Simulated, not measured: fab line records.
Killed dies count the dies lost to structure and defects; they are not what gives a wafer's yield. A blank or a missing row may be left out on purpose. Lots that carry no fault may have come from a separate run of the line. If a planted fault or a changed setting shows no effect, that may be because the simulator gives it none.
Which of the tools did it? / flow rit_cmos / 14 lots, 42 wafers sampled, at 3 steps of a route of 202

## WHAT THE GAUGES SHOWED, per wafer
RIT_NSD_TW_MEAS_10.
lot=L652; measured=day 3 02:56; on=film_metro-02; NSD_TW=3187 3152 3164
lot=L653; measured=day 3 09:47; on=film_metro-04; NSD_TW=3184 3179 3173
lot=L654; measured=day 3 12:23; on=film_metro-03; NSD_TW=3181 3184 3168
lot=L656; measured=day 3 23:40; on=film_metro-03; NSD_TW=3156 3131 3165
lot=L659; measured=day 4 13:35; on=film_metro-03; NSD_TW=3149 3146 3157
lot=L660; measured=day 4 21:38; on=film_metro-04; NSD_TW=3183 3192 3187
lot=L661; measured=day 4 22:44; on=film_metro-04; NSD_TW=3184 3187 3179
lot=L664; measured=day 5 18:37; on=film_metro-02; NSD_TW=2891 2903 2908
lot=L665; measured=day 5 21:15; on=film_metro-03; NSD_TW=2884 2893 2875
lot=L668; measured=day 6 14:45; on=film_metro-02; NSD_TW=3177 3188 3179
lot=L670; measured=day 6 21:25; on=film_metro-04; NSD_TW=3202 3202 3201
lot=L671; measured=day 6 23:28; on=film_metro-03; NSD_TW=3160 3161 3155
lot=L672; measured=day 7 09:49; on=film_metro-02; NSD_TW=3181 3158 3180
lot=L674; measured=day 7 18:53; on=film_metro-04; NSD_TW=3209 3179 3184

RIT_SDANNEAL_RS_MEAS_05: the measuring method here is four-point-probe.
lot=L652; measured=day 3 05:01; on=film_metro-03; NSD_RS (ohm/sq)=84.54 84.39 84.53
lot=L653; measured=day 3 11:49; on=film_metro-04; NSD_RS (ohm/sq)=84.99 85.13 84.88
lot=L654; measured=day 3 14:25; on=film_metro-02; NSD_RS (ohm/sq)=84.43 84.51 84.23
lot=L656; measured=day 4 01:51; on=film_metro-04; NSD_RS (ohm/sq)=84.85 84.84 85.02
lot=L659; measured=day 4 15:38; on=film_metro-04; NSD_RS (ohm/sq)=84.89 84.99 84.88
lot=L660; measured=day 4 23:47; on=film_metro-04; NSD_RS (ohm/sq)=84.30 84.51 84.63
lot=L661; measured=day 5 01:10; on=film_metro-04; NSD_RS (ohm/sq)=85.21 85.10 84.97
lot=L664; measured=day 5 20:39; on=film_metro-02; NSD_RS (ohm/sq)=117.03 117.07 116.74
lot=L665; measured=day 5 23:18; on=film_metro-03; NSD_RS (ohm/sq)=116.83 117.05 117.12
lot=L668; measured=day 6 16:56; on=film_metro-02; NSD_RS (ohm/sq)=84.81 84.55 84.45
lot=L670; measured=day 6 23:28; on=film_metro-04; NSD_RS (ohm/sq)=84.36 84.41 84.24
lot=L671; measured=day 7 01:38; on=film_metro-03; NSD_RS (ohm/sq)=84.35 84.44 84.30
lot=L672; measured=day 7 11:52; on=film_metro-03; NSD_RS (ohm/sq)=84.79 84.66 84.60
lot=L674; measured=day 7 21:04; on=film_metro-02; NSD_RS (ohm/sq)=84.39 84.63 84.63

## WHAT TOOL EACH LOT RAN ON (gives the tool, then ch and the chambers of the sampled wafers, and finally the start)
lot=L652; RIT_NSD_IMPLANT_08=implanter-04 ch 0, day 3 02:38
lot=L653; RIT_NSD_IMPLANT_08=implanter-04 ch 0, day 3 09:28
lot=L654; RIT_NSD_IMPLANT_08=implanter-01 ch 0, day 3 12:04
lot=L656; RIT_NSD_IMPLANT_08=implanter-01 ch 0, day 3 23:22
lot=L659; RIT_NSD_IMPLANT_08=implanter-04 ch 0, day 4 13:16
lot=L660; RIT_NSD_IMPLANT_08=implanter-04 ch 0, day 4 21:18
lot=L661; RIT_NSD_IMPLANT_08=implanter-03 ch 0, day 4 22:26
lot=L664; RIT_NSD_IMPLANT_08=implanter-04 ch 0, day 5 18:18
lot=L665; RIT_NSD_IMPLANT_08=implanter-04 ch 0, day 5 20:56
lot=L668; RIT_NSD_IMPLANT_08=implanter-01 ch 0, day 6 14:26
lot=L670; RIT_NSD_IMPLANT_08=implanter-01 ch 0, day 6 21:05
lot=L671; RIT_NSD_IMPLANT_08=implanter-01 ch 0, day 6 23:11
lot=L672; RIT_NSD_IMPLANT_08=implanter-01 ch 0, day 7 09:31
lot=L674; RIT_NSD_IMPLANT_08=implanter-01 ch 0, day 7 18:35
- RIT_NSD_IMPLANT_08

## AS READ BY THE TOOLS THEMSELVES (means over the sampled wafers that have a number; for cases with no such wafer, the mark the record gives instead)
RIT_NSD_IMPLANT_08.
lot=L652 tool=implanter-04 dose_ions_cm2=9.992e+14 faraday_current_uA=3135
lot=L653 tool=implanter-04 dose_ions_cm2=1.000e+15 faraday_current_uA=3177
lot=L654 tool=implanter-01 dose_ions_cm2=9.985e+14 faraday_current_uA=3100
lot=L656 tool=implanter-01 dose_ions_cm2=9.995e+14 faraday_current_uA=3174
lot=L659 tool=implanter-04 dose_ions_cm2=1.001e+15 faraday_current_uA=3082
lot=L660 tool=implanter-04 dose_ions_cm2=9.999e+14 faraday_current_uA=3139
lot=L661 tool=implanter-03 dose_ions_cm2=1.000e+15 faraday_current_uA=3111
lot=L664 tool=implanter-04 dose_ions_cm2=6.709e+14 faraday_current_uA=2151
lot=L665 tool=implanter-04 dose_ions_cm2=6.706e+14 faraday_current_uA=2099
lot=L668 tool=implanter-01 dose_ions_cm2=9.998e+14 faraday_current_uA=3185
lot=L670 tool=implanter-01 dose_ions_cm2=9.995e+14 faraday_current_uA=3105
lot=L671 tool=implanter-01 dose_ions_cm2=1.000e+15 faraday_current_uA=3129
lot=L672 tool=implanter-01 dose_ions_cm2=9.994e+14 faraday_current_uA=3198
lot=L674 tool=implanter-01 dose_ions_cm2=1.001e+15 faraday_current_uA=3165

## THE ANSWER, worked out from the rows above alone
Rule: usual is defined by the lots themselves. Put in order of their means at a reading, lots are off if they are a third of the lots or fewer, leave a main group of 4 or more, and stand apart from it by a gap of 3 or more times the standard deviation of the main group's means; of several such gaps the widest counts. A main group is skipped when, at the precision printed for the reading in the tables above, its means are all equal. Also off: a lot with no number at a reading for which 4 or more lots have one. Where the step has rows for the other lots, those lots are counted as sound. The gauges are gone through in route order, then the tools' own readings, and for those a lot's mean is taken as printed above. The first step at which some lot is off is used, and at that step the reading that is off furthest; a lot without a number counts as furthest.
Off: L664, L665, at RIT_NSD_TW_MEAS_10 (NSD_TW). Mean 3175 and standard deviation 15 in the main group.
A tool fits if, at a process step before that reading, it ran every lot that is off, and no sound lot after the first of them. The gauges at RIT_NSD_TW_MEAS_10 aren't tried: what is off there is off at RIT_NSD_IMPLANT_08 too, on other tools, and a gauge's error can't cause that. One candidate fits, namely implanter-04 at RIT_NSD_IMPLANT_08. A fault onset in the window from L660 (day 4 21:18, its last sound lot) to L664 (day 5 18:18, its first lot off) fits.
The tool's own readings at RIT_NSD_IMPLANT_08 bear it out: on the lots that are off they differ by more than 5 times the standard deviation of the sound lots' means. dose_ions_cm2 reads 6.708e+14 there against 9.998e+14 on the sound lots; faraday_current_uA reads 2125 there against 3142 on the sound lots.

## WHAT HAD BEEN PUT IN BY THE SIMULATOR
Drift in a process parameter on implanter-04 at RIT_NSD_IMPLANT_08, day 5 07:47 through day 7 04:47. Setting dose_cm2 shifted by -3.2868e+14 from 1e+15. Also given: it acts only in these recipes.
Shown lots that were struck: L664, L665. The rule above found the same.
